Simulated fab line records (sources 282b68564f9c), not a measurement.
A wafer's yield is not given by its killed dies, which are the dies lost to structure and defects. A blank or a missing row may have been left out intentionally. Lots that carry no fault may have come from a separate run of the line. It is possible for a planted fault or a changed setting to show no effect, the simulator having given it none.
Comparing a struck lot with a sound one / flow ritCmos / 19 steps out of a route of 202
Sound: wafers L791.1, L791.3, L791.5. Struck: wafers L802.2, L802.3, L802.6. The cause comes at the end.
At each step with rows: each side's tool, then ch and its chambers, then its first start. Under that, the readings that differ: sound wafers / struck wafers / difference of the means / sigmas: that difference in standard deviations of wafers without a fault.
alike: words and numbers the same on both sides, and readings whose means are apart by under 2 such deviations; not compared: readings that were withheld, readings missing a value for some wafer, numbers with overlapping values and no deviation given by the record, and bounds like >300 which may hide the same value.
The two part at a step that has a row with sigmas, a row that says differs or no value, or rows on one side only. Non-overlapping numbers with no deviation appear without sigmas and do not part them. Lack of a reading on every wafer of one side parts them only where that side has two or more wafers.

first, 1 step without rows for these wafers: RIT_SILICIDE_WET_ETCH_00 (etches SiO2 in BOE, target depth 14 nm, time 15 s).
RIT_SILICIDE_SPUTTER_01: material Ti, target thk 30 nm, time 240 s.
  sound on pvdSputter-04, day 3 04:28; struck on pvdSputter-04, day 5 12:05
  alike: substrateTempC, throttleValvePct
RIT_SILICIDE_RS_MEAS_02: the measuring method here is four-point-probe.
  sound on filmMetro-01, day 3 04:38; struck on filmMetro-01, day 5 12:16
  alike: SILICIDE_TI_RS
RIT_SILICIDE_THK_MEAS_03: measures by xrf.
  sound on filmMetro-01, day 3 04:45; struck on filmMetro-01, day 5 12:22
  alike: SILICIDE_TI_THK
RIT_SILICIDE_RTA_04: time 10 s, ramp up 5 s, ramp down 5 s.
  sound on rtpAnneal-02 ch 0, day 3 04:49; struck on rtpAnneal-01 ch 0, day 5 12:26
  alike: wafer_temp_C_max
then, 1 step without rows for these wafers: RIT_SILICIDE_WET_ETCH_05 (etches Ti in SPM, time 120 s).
RIT_SILICIDE_RTA_06: time 10 s, ramp up 5 s, ramp down 10 s.
  sound on rtpAnneal-01 ch 0, day 3 04:55; struck on rtpAnneal-02 ch 0, day 5 12:37
  alike: wafer_temp_C_max
RIT_CONTACT_CVD_00: deposits SiO2 from TEOS, target thk 400 nm, time 61 s.
  sound on pecvd-04 ch 1,2, day 3 04:59; struck on pecvd-03 ch 1,2, day 5 12:40
  alike: heaterPowerW
RIT_CONTACT_THK_MEAS_01:
  sound on filmMetro-02, day 3 05:02; struck on filmMetro-01, day 5 12:43
  alike: CONTACT_TEOS_THK
then, 3 steps without rows for these wafers: RIT_CONTACT_HMDS_02 (prime time 60 s); RIT_CONTACT_COAT_03 (resist thk 1000 nm); RIT_CONTACT_SOFTBAKE_04 (time 60 s).
RIT_CONTACT_EXPOSE_05: exposes mask M11, target cd 1000 nm.
  sound on ilineStepper-02 ch 0, day 3 05:32; struck on ilineStepper-02 ch 0, day 5 13:23
reading=model.CONTACT.overlayXNm (nm); sound=-1.618 -1.618 -1.618; struck=78.88 78.88 78.88; difference=+80.50; sigmas=
  alike: mask
then, 2 steps without rows for these wafers: RIT_CONTACT_PEB_06; RIT_CONTACT_DEVELOP_07 (develop time 120 s).
RIT_CONTACT_CD_MEAS_08 targets a cd of 1000 nm.
  sound on cdSem-02, day 3 06:04; struck on cdSem-02, day 5 13:54
  alike: cdNm
RIT_CONTACT_OVL_MEAS_09:
  sound on overlay-01, day 3 06:11; struck on overlay-01, day 5 14:01
reading=CONTACT_OVL (nm); sound=-1.2 -2.3 0.1; struck=76.3 76.1 76.0; difference=+77.3; sigmas=+52
then, 1 step without rows for these wafers: RIT_CONTACT_HARDBAKE_10 (time 60 s).
RIT_M1_PROBE_99:
  sound on prober-01, day 3 12:44; struck on prober-01, day 5 19:28
reading=killed_at_M0_to_M3; sound=0 1 0; struck=0 0 0; difference=+0; sigmas=-4
reading=model.etest.contactToGate.bvLeftV (V); sound=87.69 89.6 89.69; struck=127.9 128.4 129.4; difference=+39.6; sigmas=
reading=model.etest.contactToGate.bvRightV (V); sound=90.6 91.97 88.34; struck=51.55 48.88 50.48; difference=-40.00; sigmas=
  alike: killedAtContacts, killedAtFrontEnd, killedDies, killedOpen, killedShort

== WHERE THEY PART ==
At RIT_CONTACT_OVL_MEAS_09 first; at RIT_M1_PROBE_99 last (within this record only).

WHY: what had been put in by the simulator
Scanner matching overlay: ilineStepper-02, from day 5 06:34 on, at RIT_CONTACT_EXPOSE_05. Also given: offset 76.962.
